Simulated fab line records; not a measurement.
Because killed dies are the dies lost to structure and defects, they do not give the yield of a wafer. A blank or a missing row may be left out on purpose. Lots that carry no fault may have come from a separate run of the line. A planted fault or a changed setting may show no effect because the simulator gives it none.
fab line records + flow berkeleyCmos170 + part 1 of 2: steps 1 to 33 of 48
record
- lots=5
- wafers=15
- lastDay=10
route steps=331 shown GATE@141 PLDD@145 NLDD@158 SPACER@171 PSD@175 NSD@187
lots that met no fault: taken from a fault-free run of the same line
startH: hours from the record's opening day to when the first of the lot's shown wafers began + waitH: hours from the lot's prior step to this one + " as in the row above + L1.1+2: a row that stands for several wafers + - no value, or no start was given + * or withheld: withheld + < > ~ a bound
route shown NAME@n: a module of which the file shows steps, and the number in the route of the first + usual: mean/standard deviation of fault-free wafers + same: alike in all rows + chamber/n: place in a boat + sites: each site's reading + _std_site: how widely they spread, as a standard deviation + _edge_site: outer sites' mean less inner sites' + radiusMm: how far each site lies from the wafer's centre + mask NAME#n: copy n + behind: the last tool/chamber to shape the wafer + hold: reason for holding the lot/hours on hold/outcome of the hold + device: names the non-switching transistor (n, p or np) + end of line: at the end of the route, the tests of the same wafers + where a step has no rows: the recipe by itself + killed: dies lost to structure and defects at the first sort, not the wafer's yield + map: dies across one wafer; x = killed, . = not, _ = none there
set.NAME: the setting as run; set.NAME@STEP: as run at that earlier step + model.NAME: the simulator's own value behind a step, which no gauge read
lots at selected steps of the route; one table per step, one row per wafer
services: the hour from which a tool's chamber was out of use, counted from the record's first day as startH (under 0 if before that day), plus the number of hours and why
## steps
# step UCB170_GATE_ETCH_15
# recipe
- chemistry=HBr/Cl2
- target=poly-Si
- stopOn=SiO2
- overEtchFrac=0.3
- icpW=300
- biasW=150
- timeS=56.3
- pressureMtorr=15
- HBr_flow_sccm=150
- Cl2_flow_sccm=50
- targetDepthA=2782
# usual
- drypumpMotorCurrentA=5.7/0.36
- oesProductAu=0.836/0.012
- throttleValvePct=26.4/0.32
| lot.wafer | tool     | chamber | startH | waitH | drypumpMotorCurrentA | oesProductAu | rfHoursCounterH | throttleValvePct |
|-----------|----------|---------|--------|-------|----------------------|--------------|-----------------|------------------|
| L079.2    | rieSi-02 | 3       | 141.88 | -     | 5.4                  | 0.824        | 1               | 26.6             |
| L079.4    | "        | 1       | "      | "     | 6.5                  | 0.834        | 32              | 26.0             |
| L079.5    | "        | 0       | "      | "     | 5.2                  | 0.830        | -               | 25.9             |
| L082.2    | rieSi-01 | 0       | 156.28 | -     | 5.8                  | 0.842        | 0               | 26.6             |
| L082.3    | "        | 1       | "      | "     | 5.7                  | 0.830        | 116             | 26.9             |
| L082.6    | "        | 0       | "      | "     | 5.8                  | 0.849        | -               | 26.6             |
| L081.3    | rieSi-02 | 3       | 156.56 | -     | 5.5                  | 0.830        | 2               | 26.6             |
| L081.5    | "        | 0       | "      | "     | 5.2                  | 0.814        | -               | 26.0             |
| L081.6    | "        | 1       | "      | "     | 6.5                  | 0.829        | -               | 26.0             |
| L086.1    | rieSi-01 | 3       | 173.24 | -     | 5.5                  | 0.821        | 106             | 26.7             |
| L086.2    | "        | 0       | "      | "     | 5.8                  | 0.848        | 0               | 26.6             |
| L086.5    | "        | 3       | "      | "     | 5.4                  | 0.837        | -               | 26.7             |
| L091.1    | rieSi-01 | 0       | 204.06 | -     | 5.8                  | 0.853        | 0               | 26.6             |
| L091.2    | "        | 3       | "      | "     | 5.4                  | 0.837        | 107             | 26.7             |
| L091.6    | "        | 3       | "      | "     | 5.4                  | 0.835        | -               | 26.7             |
# step UCB170_GATE_STRIP_16
# recipe
- chemistry=O2
- powerW=400
- pressureMtorr=3500
- platenTempC=withheld
- o2FlowSccm=400
- overashFraction=0.5
# usual
- drypumpMotorCurrentA=5.8/0.39
- oesProductAu=0.724/0.0046
| lot.wafer | tool           | chamber | startH | waitH | drypumpMotorCurrentA | oesProductAu | rfHoursCounterH |
|-----------|----------------|---------|--------|-------|----------------------|--------------|-----------------|
| L079.2    | plasmaAsher-03 | 0       | 141.93 | 0.0   | 5.5                  | 0.724        | 44              |
| L079.4    | "              | 0       | "      | "     | 5.5                  | 0.726        | -               |
| L079.5    | "              | 1       | "      | "     | 5.4                  | 0.722        | -               |
| L082.2    | plasmaAsher-04 | 1       | 156.33 | 0.0   | 5.9                  | 0.727        | 4               |
| L082.3    | "              | 1       | "      | "     | 5.9                  | 0.726        | -               |
| L082.6    | "              | 1       | "      | "     | 5.9                  | 0.716        | -               |
| L081.3    | plasmaAsher-02 | 1       | 156.64 | 0.1   | 5.7                  | 0.723        | -               |
| L081.5    | "              | 0       | "      | "     | 5.6                  | 0.724        | -               |
| L081.6    | "              | 1       | "      | "     | 5.7                  | 0.720        | -               |
| L086.1    | plasmaAsher-03 | 1       | 173.28 | 0.0   | 5.4                  | 0.730        | 49              |
| L086.2    | "              | 0       | "      | "     | 5.5                  | 0.722        | 49              |
| L086.5    | "              | 0       | "      | "     | 5.5                  | 0.721        | -               |
| L091.1    | plasmaAsher-02 | 0       | 204.11 | 0.0   | 5.6                  | 0.723        | 55              |
| L091.2    | "              | 1       | "      | "     | 5.8                  | 0.726        | 55              |
| L091.6    | "              | 0       | "      | "     | 5.6                  | 0.718        | -               |
# step UCB170_GATE_CD_MEAS_90
# recipe
- targetCdNm=350
# usual
- cdNm=350.1/1.6
| lot.wafer | tool     | chamber | startH | waitH | cdNm  |
|-----------|----------|---------|--------|-------|-------|
| L079.2    | cdSem-01 | -       | 142.10 | 0.1   | 350.8 |
| L079.4    | "        | -       | "      | "     | 349.3 |
| L079.5    | "        | -       | "      | "     | 349.6 |
| L082.2    | cdSem-01 | -       | 156.45 | 0.1   | 347.4 |
| L082.3    | "        | -       | "      | "     | 349.5 |
| L082.6    | "        | -       | "      | "     | 350.2 |
| L081.3    | cdSem-01 | -       | 156.74 | 0.1   | 352.7 |
| L081.5    | "        | -       | "      | "     | 350.5 |
| L081.6    | "        | -       | "      | "     | 352.8 |
| L086.1    | cdSem-02 | -       | 173.38 | 0.1   | 347.7 |
| L086.2    | "        | -       | "      | "     | 348.9 |
| L086.5    | "        | -       | "      | "     | 350.3 |
| L091.1    | cdSem-01 | -       | 204.23 | 0.1   | 349.7 |
| L091.2    | "        | -       | "      | "     | 349.7 |
| L091.6    | "        | -       | "      | "     | 351.4 |
# step UCB170_GATE_CLEAN_17
# recipe
- chemistry=SPM
- tempC=120
- timeS=600
| lot.wafer  | tool        | chamber | startH | waitH |
|------------|-------------|---------|--------|-------|
| L079.2+4+5 | wetBench-04 | 2       | 142.20 | 0.1   |
| L082.2+3+6 | wetBench-04 | 1       | 156.55 | 0.1   |
| L081.3+5+6 | wetBench-04 | 0       | 156.90 | 0.1   |
| L086.1+2+5 | wetBench-04 | 3       | 173.50 | 0.1   |
| L091.1+2+6 | wetBench-04 | 2       | 204.45 | 0.2   |
# step UCB170_PLDD_HMDS_00
# recipe
- primeTimeS=60
- primeTempC=100
| lot.wafer  | tool          | chamber | startH | waitH |
|------------|---------------|---------|--------|-------|
| L079.2+4+5 | lithoTrack-01 | 0       | 142.43 | 0.0   |
| L082.2+3+6 | lithoTrack-02 | 0       | 156.75 | 0.0   |
| L081.3+5+6 | lithoTrack-03 | 0       | 157.12 | 0.1   |
| L086.1+2+5 | lithoTrack-02 | 0       | 173.94 | 0.2   |
| L091.1+2+6 | lithoTrack-02 | 0       | 204.63 | 0.0   |
# step UCB170_PLDD_COAT_01
# recipe
- resist=KrF
- spinRpm=1500
- resistThkNm=900
| lot.wafer  | tool          | chamber | startH | waitH |
|------------|---------------|---------|--------|-------|
| L079.2+4+5 | lithoTrack-01 | 0       | 142.58 | 0.1   |
| L082.2+3+6 | lithoTrack-02 | 0       | 156.90 | 0.1   |
| L081.3+5+6 | lithoTrack-03 | 0       | 157.27 | 0.1   |
| L086.1+2+5 | lithoTrack-02 | 0       | 174.09 | 0.1   |
| L091.1+2+6 | lithoTrack-02 | 0       | 204.78 | 0.1   |
# step UCB170_PLDD_SOFTBAKE_02
# recipe
- resist=KrF
- tempC=130
- timeS=60
| lot.wafer  | tool          | chamber | startH | waitH |
|------------|---------------|---------|--------|-------|
| L079.2+4+5 | lithoTrack-01 | 0       | 142.73 | 0.1   |
| L082.2+3+6 | lithoTrack-02 | 0       | 157.05 | 0.1   |
| L081.3+5+6 | lithoTrack-03 | 0       | 157.42 | 0.1   |
| L086.1+2+5 | lithoTrack-02 | 0       | 174.24 | 0.1   |
| L091.1+2+6 | lithoTrack-02 | 0       | 204.93 | 0.1   |
# step UCB170_PLDD_EXPOSE_03
# recipe
- maskId=PSELECT
- na=0.5
- sigmaOuter=0.6
- sourceShape=conventional
- targetCdNm=1200
- doseMj=30
| lot.wafer  | tool          | chamber | startH | waitH | mask      |
|------------|---------------|---------|--------|-------|-----------|
| L079.2+4+5 | krfScanner-02 | 0       | 143.00 | 0.2   | PSELECT#0 |
| L082.2+3+6 | krfScanner-01 | 0       | 157.19 | 0.1   | PSELECT#0 |
| L081.3+5+6 | krfScanner-01 | 0       | 157.56 | 0.1   | PSELECT#0 |
| L086.1+2+5 | krfScanner-02 | 0       | 174.51 | 0.2   | PSELECT#0 |
| L091.1+2+6 | krfScanner-02 | 0       | 205.27 | 0.3   | PSELECT#0 |
# step UCB170_PLDD_PEB_04
# recipe
- pebTempC=130
- pebTimeS=withheld
- resist=KrF
| lot.wafer  | tool          | chamber | startH | waitH |
|------------|---------------|---------|--------|-------|
| L079.2+4+5 | lithoTrack-01 | 0       | 143.12 | 0.1   |
| L082.2+3+6 | lithoTrack-01 | 0       | 157.41 | 0.2   |
| L081.3+5+6 | lithoTrack-02 | 0       | 158.02 | 0.4   |
| L086.1+2+5 | lithoTrack-02 | 0       | 174.84 | 0.3   |
| L091.1+2+6 | lithoTrack-03 | 0       | 205.66 | 0.4   |
# step UCB170_PLDD_DEVELOP_05
# recipe
- developer=TMAH
- developTimeS=45
- resist=KrF
- devTempC=21
| lot.wafer  | tool          | chamber | startH | waitH |
|------------|---------------|---------|--------|-------|
| L079.2+4+5 | lithoTrack-01 | 0       | -      | -     |
| L082.2+3+6 | lithoTrack-01 | 0       | -      | -     |
| L081.3+5+6 | lithoTrack-02 | 0       | -      | -     |
| L086.1+2+5 | lithoTrack-02 | 0       | -      | -     |
| L091.1+2+6 | lithoTrack-03 | 0       | -      | -     |
# step UCB170_PLDD_CD_MEAS_06
# recipe
- targetCdNm=1200
# usual
- cdNm=1200.0/1.3
| lot.wafer | tool     | chamber | startH | waitH | cdNm   |
|-----------|----------|---------|--------|-------|--------|
| L079.2    | cdSem-01 | -       | 143.39 | -     | 1199.8 |
| L079.4    | "        | -       | "      | "     | 1198.0 |
| L079.5    | "        | -       | "      | "     | 1201.1 |
| L082.2    | cdSem-02 | -       | 157.68 | -     | 1199.9 |
| L082.3    | "        | -       | "      | "     | 1199.2 |
| L082.6    | "        | -       | "      | "     | 1200.2 |
| L081.3    | cdSem-02 | -       | 158.29 | -     | 1201.7 |
| L081.5    | "        | -       | "      | "     | 1201.9 |
| L081.6    | "        | -       | "      | "     | 1202.8 |
| L086.1    | cdSem-01 | -       | 175.11 | -     | 1202.4 |
| L086.2    | "        | -       | "      | "     | 1201.4 |
| L086.5    | "        | -       | "      | "     | 1201.1 |
| L091.1    | cdSem-01 | -       | 205.94 | -     | 1199.0 |
| L091.2    | "        | -       | "      | "     | 1199.0 |
| L091.6    | "        | -       | "      | "     | 1198.9 |
# step UCB170_PLDD_OVL_MEAS_07
# usual
- PLDD_OVL=1/5
| lot.wafer | tool       | chamber | startH | waitH | PLDD_OVL[nm] |
|-----------|------------|---------|--------|-------|--------------|
| L079.2    | overlay-02 | -       | 143.50 | 0.1   | 15           |
| L079.4    | "          | -       | "      | "     | 4            |
| L079.5    | "          | -       | "      | "     | 12           |
| L082.2    | overlay-02 | -       | 157.78 | 0.1   | -3           |
| L082.3    | "          | -       | "      | "     | -5           |
| L082.6    | "          | -       | "      | "     | -3           |
| L081.3    | overlay-02 | -       | 158.38 | 0.1   | -1           |
| L081.5    | "          | -       | "      | "     | 1            |
| L081.6    | "          | -       | "      | "     | 1            |
| L086.1    | overlay-01 | -       | 175.23 | 0.1   | 2            |
| L086.2    | "          | -       | "      | "     | 1            |
| L086.5    | "          | -       | "      | "     | 5            |
| L091.1    | overlay-02 | -       | 206.06 | 0.1   | 15           |
| L091.2    | "          | -       | "      | "     | 9            |
| L091.6    | "          | -       | "      | "     | 4            |
# step UCB170_PLDD_IMPLANT_08
# recipe
- species=BF2
- doseCm2=5e+13
- energyKev=10
- tiltDeg=7
- rotationDeg=0
| lot.wafer  | tool         | chamber | startH | waitH |
|------------|--------------|---------|--------|-------|
| L079.2+4+5 | implanter-03 | 0       | 143.55 | 0.0   |
| L082.2+3+6 | implanter-03 | 0       | 157.84 | 0.0   |
| L081.3+5+6 | implanter-01 | 0       | 158.45 | 0.1   |
| L086.1+2+5 | implanter-01 | 0       | 175.27 | 0.0   |
| L091.1+2+6 | implanter-04 | 0       | 206.09 | 0.0   |
# step UCB170_PLDD_IMPLANT_09
# recipe
- species=BF2
- doseCm2=5e+13
- energyKev=10
- tiltDeg=7
- rotationDeg=180
| lot.wafer  | tool         | chamber | startH | waitH |
|------------|--------------|---------|--------|-------|
| L079.2+4+5 | implanter-03 | 0       | 143.70 | 0.1   |
| L082.2+3+6 | implanter-03 | 0       | 157.99 | 0.1   |
| L081.3+5+6 | implanter-01 | 0       | 158.60 | 0.1   |
| L086.1+2+5 | implanter-01 | 0       | 175.42 | 0.1   |
| L091.1+2+6 | implanter-04 | 0       | 206.24 | 0.1   |
# step UCB170_PLDD_STRIP_10
# recipe
- chemistry=O2
- powerW=400
- pressureMtorr=3500
- platenTempC=withheld
- o2FlowSccm=400
- overashFraction=0.5
# usual
- drypumpMotorCurrentA=5.9/0.51
- oesProductAu=0.734/0.0048
- stripTimeToEndpointS=21.64/0.06
| lot.wafer | tool           | chamber | startH | waitH | drypumpMotorCurrentA | oesProductAu | rfHoursCounterH | stripTimeToEndpointS |
|-----------|----------------|---------|--------|-------|----------------------|--------------|-----------------|----------------------|
| L079.2    | plasmaAsher-03 | 1       | 143.83 | 0.1   | 5.4                  | 0.724        | 45              | 21.66                |
| L079.4    | "              | 0       | "      | "     | 5.5                  | 0.734        | -               | 21.76                |
| L079.5    | "              | 0       | "      | "     | 5.5                  | 0.735        | -               | 21.76                |
| L082.2    | plasmaAsher-04 | 0       | 158.11 | 0.1   | 6.6                  | 0.735        | 4               | 21.60                |
| L082.3    | "              | 0       | "      | "     | 6.6                  | 0.732        | -               | 21.64                |
| L082.6    | "              | 1       | "      | "     | 5.9                  | 0.729        | -               | 21.71                |
| L081.3    | plasmaAsher-04 | 1       | 158.74 | 0.1   | 5.9                  | 0.728        | -               | 21.60                |
| L081.5    | "              | 0       | "      | "     | 6.6                  | 0.734        | -               | 21.68                |
| L081.6    | "              | 1       | "      | "     | 5.9                  | 0.733        | -               | 21.60                |
| L086.1    | plasmaAsher-04 | 1       | 175.57 | 0.1   | 5.9                  | 0.734        | 7               | 21.60                |
| L086.2    | "              | 0       | "      | "     | 6.6                  | 0.733        | 7               | 21.65                |
| L086.5    | "              | 0       | "      | "     | 6.6                  | 0.738        | -               | 21.68                |
| L091.1    | plasmaAsher-04 | 1       | 206.39 | 0.1   | 5.9                  | 0.731        | 10              | 21.72                |
| L091.2    | "              | 0       | "      | "     | 6.6                  | 0.733        | 10              | 21.74                |
| L091.6    | "              | 1       | "      | "     | 5.9                  | 0.730        | -               | 21.66                |
# step UCB170_PLDD_TW_MEAS_11
# usual
- PLDD_TW=1012/8.3
| lot.wafer | tool         | chamber | startH | waitH | PLDD_TW |
|-----------|--------------|---------|--------|-------|---------|
| L079.2    | filmMetro-01 | -       | 143.94 | 0.1   | 1020    |
| L079.4    | "            | -       | "      | "     | 1019    |
| L079.5    | "            | -       | "      | "     | 1018    |
| L082.2    | filmMetro-01 | -       | 158.22 | 0.1   | 1020    |
| L082.3    | "            | -       | "      | "     | 1015    |
| L082.6    | "            | -       | "      | "     | 1012    |
| L081.3    | filmMetro-01 | -       | 158.82 | 0.1   | 1018    |
| L081.5    | "            | -       | "      | "     | 1017    |
| L081.6    | "            | -       | "      | "     | 1012    |
| L086.1    | filmMetro-01 | -       | 175.71 | 0.1   | 1013    |
| L086.2    | "            | -       | "      | "     | 1019    |
| L086.5    | "            | -       | "      | "     | 1018    |
| L091.1    | filmMetro-04 | -       | 206.49 | 0.1   | 996     |
| L091.2    | "            | -       | "      | "     | 1001    |
| L091.6    | "            | -       | "      | "     | 999     |
# step UCB170_PLDD_CLEAN_12
# recipe
- chemistry=SPM
- tempC=120
- timeS=600
| lot.wafer  | tool        | chamber | startH | waitH |
|------------|-------------|---------|--------|-------|
| L079.2+4+5 | wetBench-04 | 1       | 143.99 | 0.0   |
| L082.2+3+6 | wetBench-04 | 0       | 158.27 | 0.0   |
| L081.3+5+6 | wetBench-04 | 1       | 158.86 | 0.0   |
| L086.1+2+5 | wetBench-04 | 0       | 175.77 | 0.1   |
| L091.1+2+6 | wetBench-04 | 0       | 206.55 | 0.1   |
# step UCB170_NLDD_HMDS_00
# recipe
- primeTimeS=60
- primeTempC=100
| lot.wafer  | tool          | chamber | startH | waitH |
|------------|---------------|---------|--------|-------|
| L079.2+4+5 | lithoTrack-03 | 0       | 144.30 | 0.1   |
| L082.2+3+6 | lithoTrack-04 | 0       | 158.55 | 0.1   |
| L081.3+5+6 | lithoTrack-01 | 0       | 159.33 | 0.3   |
| L086.1+2+5 | lithoTrack-01 | 0       | 176.29 | 0.3   |
| L091.1+2+6 | lithoTrack-04 | 0       | 206.73 | 0.0   |
# step UCB170_NLDD_COAT_01
# recipe
- resist=KrF
- spinRpm=1500
- resistThkNm=900
| lot.wafer  | tool          | chamber | startH | waitH |
|------------|---------------|---------|--------|-------|
| L079.2+4+5 | lithoTrack-03 | 0       | 144.45 | 0.1   |
| L082.2+3+6 | lithoTrack-04 | 0       | 158.70 | 0.1   |
| L081.3+5+6 | lithoTrack-01 | 0       | 159.48 | 0.1   |
| L086.1+2+5 | lithoTrack-01 | 0       | 176.44 | 0.1   |
| L091.1+2+6 | lithoTrack-04 | 0       | 206.88 | 0.1   |
# step UCB170_NLDD_SOFTBAKE_02
# recipe
- resist=KrF
- tempC=130
- timeS=60
| lot.wafer  | tool          | chamber | startH | waitH |
|------------|---------------|---------|--------|-------|
| L079.2+4+5 | lithoTrack-03 | 0       | 144.60 | 0.1   |
| L082.2+3+6 | lithoTrack-04 | 0       | 158.85 | 0.1   |
| L081.3+5+6 | lithoTrack-01 | 0       | 159.63 | 0.1   |
| L086.1+2+5 | lithoTrack-01 | 0       | 176.59 | 0.1   |
| L091.1+2+6 | lithoTrack-04 | 0       | 207.03 | 0.1   |
# step UCB170_NLDD_EXPOSE_03
# recipe
- maskId=NSELECT
- na=0.5
- sigmaOuter=0.6
- sourceShape=conventional
- targetCdNm=1200
- doseMj=30
| lot.wafer  | tool          | chamber | startH | waitH | mask      |
|------------|---------------|---------|--------|-------|-----------|
| L079.2+4+5 | krfScanner-01 | 0       | 144.87 | 0.2   | NSELECT#0 |
| L082.2+3+6 | krfScanner-01 | 0       | 159.12 | 0.2   | NSELECT#0 |
| L081.3+5+6 | krfScanner-01 | 0       | 159.77 | 0.1   | NSELECT#0 |
| L086.1+2+5 | krfScanner-02 | 0       | 176.86 | 0.2   | NSELECT#0 |
| L091.1+2+6 | krfScanner-02 | 0       | 207.30 | 0.2   | NSELECT#0 |
# step UCB170_NLDD_PEB_04
# recipe
- pebTempC=130
- pebTimeS=withheld
- resist=KrF
| lot.wafer  | tool          | chamber | startH | waitH |
|------------|---------------|---------|--------|-------|
| L079.2+4+5 | lithoTrack-03 | 0       | 144.99 | 0.1   |
| L082.2+3+6 | lithoTrack-03 | 0       | 159.45 | 0.3   |
| L081.3+5+6 | lithoTrack-01 | 0       | 159.90 | 0.1   |
| L086.1+2+5 | lithoTrack-01 | 0       | 177.01 | 0.1   |
| L091.1+2+6 | lithoTrack-04 | 0       | 207.63 | 0.3   |
# step UCB170_NLDD_DEVELOP_05
# recipe
- developer=TMAH
- developTimeS=45
- resist=KrF
- devTempC=21
| lot.wafer  | tool          | chamber | startH | waitH |
|------------|---------------|---------|--------|-------|
| L079.2+4+5 | lithoTrack-03 | 0       | -      | -     |
| L082.2+3+6 | lithoTrack-03 | 0       | -      | -     |
| L081.3+5+6 | lithoTrack-01 | 0       | -      | -     |
| L086.1+2+5 | lithoTrack-01 | 0       | -      | -     |
| L091.1+2+6 | lithoTrack-04 | 0       | -      | -     |
# step UCB170_NLDD_CD_MEAS_06
# recipe
- targetCdNm=1200
# usual
- cdNm=1200.3/1.9
| lot.wafer | tool     | chamber | startH | waitH | cdNm   |
|-----------|----------|---------|--------|-------|--------|
| L079.2    | cdSem-02 | -       | 145.26 | -     | 1198.6 |
| L079.4    | "        | -       | "      | "     | 1196.5 |
| L079.5    | "        | -       | "      | "     | 1197.7 |
| L082.2    | cdSem-02 | -       | 159.72 | -     | 1201.3 |
| L082.3    | "        | -       | "      | "     | 1200.7 |
| L082.6    | "        | -       | "      | "     | 1199.2 |
| L081.3    | cdSem-02 | -       | 160.16 | -     | 1200.5 |
| L081.5    | "        | -       | "      | "     | 1200.9 |
| L081.6    | "        | -       | "      | "     | 1200.8 |
| L086.1    | cdSem-01 | -       | 177.29 | -     | 1195.8 |
| L086.2    | "        | -       | "      | "     | 1196.8 |
| L086.5    | "        | -       | "      | "     | 1196.6 |
| L091.1    | cdSem-01 | -       | 207.90 | -     | 1199.1 |
| L091.2    | "        | -       | "      | "     | 1199.7 |
| L091.6    | "        | -       | "      | "     | 1200.7 |
# step UCB170_NLDD_OVL_MEAS_07
# usual
- NLDD_OVL=-1/6.3
| lot.wafer | tool       | chamber | startH | waitH | NLDD_OVL[nm] |
|-----------|------------|---------|--------|-------|--------------|
| L079.2    | overlay-02 | -       | 145.36 | 0.1   | 2            |
| L079.4    | "          | -       | "      | "     | 8            |
| L079.5    | "          | -       | "      | "     | -3           |
| L082.2    | overlay-02 | -       | 159.82 | 0.1   | -13          |
| L082.3    | "          | -       | "      | "     | -3           |
| L082.6    | "          | -       | "      | "     | -12          |
| L081.3    | overlay-02 | -       | 160.25 | 0.1   | 4            |
| L081.5    | "          | -       | "      | "     | 7            |
| L081.6    | "          | -       | "      | "     | -9           |
| L086.1    | overlay-01 | -       | 177.41 | 0.1   | -10          |
| L086.2    | "          | -       | "      | "     | -7           |
| L086.5    | "          | -       | "      | "     | -9           |
| L091.1    | overlay-02 | -       | 208.02 | 0.1   | -3           |
| L091.2    | "          | -       | "      | "     | 7            |
| L091.6    | "          | -       | "      | "     | -5           |
# step UCB170_NLDD_IMPLANT_08
# recipe
- species=As
- doseCm2=5e+13
- energyKev=30
- tiltDeg=7
- rotationDeg=0
| lot.wafer  | tool         | chamber | startH | waitH |
|------------|--------------|---------|--------|-------|
| L079.2+4+5 | implanter-03 | 0       | 145.42 | 0.0   |
| L082.2+3+6 | implanter-04 | 0       | 159.88 | 0.0   |
| L081.3+5+6 | implanter-03 | 0       | 160.33 | 0.1   |
| L086.1+2+5 | implanter-03 | 0       | 177.44 | 0.0   |
| L091.1+2+6 | implanter-04 | 0       | 208.06 | 0.0   |
# step UCB170_NLDD_IMPLANT_09
# recipe
- species=As
- doseCm2=5e+13
- energyKev=29.76
- tiltDeg=7
- rotationDeg=180
| lot.wafer  | tool         | chamber | startH | waitH |
|------------|--------------|---------|--------|-------|
| L079.2+4+5 | implanter-03 | 0       | 145.57 | 0.1   |
| L082.2+3+6 | implanter-04 | 0       | 160.03 | 0.1   |
| L081.3+5+6 | implanter-03 | 0       | 160.48 | 0.1   |
| L086.1+2+5 | implanter-03 | 0       | 177.59 | 0.1   |
| L091.1+2+6 | implanter-04 | 0       | 208.21 | 0.1   |
# step UCB170_NLDD_STRIP_10
# recipe
- chemistry=O2
- powerW=400
- pressureMtorr=3500
- platenTempC=withheld
- o2FlowSccm=400
- overashFraction=0.5
# usual
- drypumpMotorCurrentA=5.6/0.36
- oesProductAu=0.735/0.0047
- stripTimeToEndpointS=21.62/0.053
| lot.wafer | tool           | chamber | startH | waitH | drypumpMotorCurrentA | oesProductAu | rfHoursCounterH | stripTimeToEndpointS |
|-----------|----------------|---------|--------|-------|----------------------|--------------|-----------------|----------------------|
| L079.2    | plasmaAsher-02 | 1       | 145.69 | 0.1   | 5.7                  | 0.735        | 47              | 21.61                |
| L079.4    | "              | 0       | "      | "     | 5.6                  | 0.735        | -               | 21.63                |
| L079.5    | "              | 1       | "      | "     | 5.8                  | 0.735        | -               | 21.68                |
| L082.2    | plasmaAsher-03 | 1       | 160.15 | 0.1   | 5.4                  | 0.734        | 47              | 21.61                |
| L082.3    | "              | 1       | "      | "     | 5.4                  | 0.745        | -               | 21.66                |
| L082.6    | "              | 1       | "      | "     | 5.4                  | 0.732        | -               | 21.59                |
| L081.3    | plasmaAsher-02 | 0       | 160.61 | 0.1   | 5.7                  | 0.731        | -               | 21.56                |
| L081.5    | "              | 0       | "      | "     | 5.6                  | 0.733        | -               | 21.56                |
| L081.6    | "              | 1       | "      | "     | 5.7                  | 0.742        | -               | 21.59                |
| L086.1    | plasmaAsher-03 | 0       | 177.74 | 0.1   | 5.5                  | 0.743        | 50              | 21.65                |
| L086.2    | "              | 1       | "      | "     | 5.4                  | 0.737        | 50              | 21.59                |
| L086.5    | "              | 0       | "      | "     | 5.5                  | 0.736        | -               | 21.63                |
| L091.1    | plasmaAsher-02 | 0       | 208.36 | 0.1   | 5.7                  | 0.732        | 55              | 21.66                |
| L091.2    | "              | 1       | "      | "     | 5.7                  | 0.738        | 55              | 21.64                |
| L091.6    | "              | 1       | "      | "     | 5.7                  | 0.733        | -               | 21.69                |
# step UCB170_NLDD_TW_MEAS_11
# usual
- NLDD_TW=2214/18
| lot.wafer | tool         | chamber | startH | waitH | NLDD_TW |
|-----------|--------------|---------|--------|-------|---------|
| L079.2    | filmMetro-02 | -       | 145.80 | 0.1   | 2230    |
| L079.4    | "            | -       | "      | "     | 2224    |
| L079.5    | "            | -       | "      | "     | 2242    |
| L082.2    | filmMetro-01 | -       | 160.26 | 0.1   | 2230    |
| L082.3    | "            | -       | "      | "     | 2221    |
| L082.6    | "            | -       | "      | "     | 2218    |
| L081.3    | filmMetro-02 | -       | 160.70 | 0.1   | 2236    |
| L081.5    | "            | -       | "      | "     | 2223    |
| L081.6    | "            | -       | "      | "     | 2233    |
| L086.1    | filmMetro-01 | -       | 177.84 | 0.1   | 2233    |
| L086.2    | "            | -       | "      | "     | 2238    |
| L086.5    | "            | -       | "      | "     | 2228    |
| L091.1    | filmMetro-02 | -       | 208.46 | 0.1   | 2237    |
| L091.2    | "            | -       | "      | "     | 2226    |
| L091.6    | "            | -       | "      | "     | 2233    |
# step UCB170_NLDD_CLEAN_12
# recipe
- chemistry=SPM
- tempC=120
- timeS=600
| lot.wafer  | tool        | chamber | startH | waitH |
|------------|-------------|---------|--------|-------|
| L079.2+4+5 | wetBench-01 | 2       | 145.85 | 0.0   |
| L081.3+5+6 | wetBench-04 | 1       | 163.87 | 3.2   |
| L082.2+3+6 | wetBench-04 | 3       | 163.87 | 3.6   |
| L086.1+2+5 | wetBench-02 | 0       | 180.47 | 2.6   |
| L091.1+2+6 | wetBench-02 | 0       | 208.52 | 0.1   |
# step UCB170_SPACER_CVD_00
# recipe
- material=SiO2
- targetThkNm=376
- tempC=390
- precursor=TEOS/O2
- timeS=47
- rfW=550
- pressureMtorr=9000
# usual
- heaterPowerW=279/50
| lot.wafer | tool     | chamber | startH | waitH | heaterPowerW |
|-----------|----------|---------|--------|-------|--------------|
| L079.2    | pecvd-04 | 2       | 146.03 | 0.0   | 302          |
| L079.4    | "        | 0       | "      | "     | 185          |
| L079.5    | "        | 2       | "      | "     | 312          |
| L081.3    | pecvd-01 | 0       | 164.08 | 0.0   | 308          |
| L081.5    | "        | 2       | "      | "     | 211          |
| L081.6    | "        | 0       | "      | "     | 322          |
| L082.2    | pecvd-02 | 1       | 164.08 | 0.0   | 234          |
| L082.3    | "        | 0       | "      | "     | 323          |
| L082.6    | "        | 1       | "      | "     | 258          |
| L086.1    | pecvd-04 | 0       | 180.64 | 0.0   | 167          |
| L086.2    | "        | 1       | "      | "     | 331          |
| L086.5    | "        | 0       | "      | "     | 183          |
| L091.1    | pecvd-04 | 1       | 208.71 | 0.0   | 345          |
| L091.2    | "        | 0       | "      | "     | 179          |
| L091.6    | "        | 1       | "      | "     | 359          |
# step UCB170_SPACER_THK_MEAS_01
# recipe
- reads=SiO2_of_SPACER_CVD_00
# usual
- SPACER_TEOS_THK=373/5
| lot.wafer | tool         | chamber | startH | waitH | SPACER_TEOS_THK[nm] |
|-----------|--------------|---------|--------|-------|---------------------|
| L079.2    | filmMetro-03 | -       | 146.08 | 0.0   | 374                 |
| L079.4    | "            | -       | "      | "     | 379                 |
| L079.5    | "            | -       | "      | "     | 378                 |
| L082.2    | filmMetro-01 | -       | 164.13 | 0.0   | 374                 |
| L082.3    | "            | -       | "      | "     | 376                 |
| L082.6    | "            | -       | "      | "     | 380                 |
| L081.3    | filmMetro-04 | -       | 164.14 | 0.0   | 369                 |
| L081.5    | "            | -       | "      | "     | 379                 |
| L081.6    | "            | -       | "      | "     | 374                 |
| L086.1    | filmMetro-03 | -       | 180.69 | 0.0   | 373                 |
| L086.2    | "            | -       | "      | "     | 365                 |
| L086.5    | "            | -       | "      | "     | 375                 |
| L091.1    | filmMetro-04 | -       | 208.75 | 0.0   | 368                 |
| L091.2    | "            | -       | "      | "     | 367                 |
| L091.6    | "            | -       | "      | "     | 372                 |
# step UCB170_SPACER_ANNEAL_02
# recipe
- tempC=900
- timeS=1800
- ambient=N2
| lot.wafer  | tool       | chamber | startH | waitH |
|------------|------------|---------|--------|-------|
| L079.2+4+5 | furnace-04 | 0       | 147.41 | 1.3   |
| L081.3+5+6 | furnace-03 | 0       | 166.12 | 2.0   |
| L082.2+3+6 | furnace-03 | 0       | 166.12 | 2.0   |
| L086.1+2+5 | furnace-04 | 0       | 180.75 | 0.1   |
| L091.1+2+6 | furnace-01 | 0       | 210.92 | 2.2   |
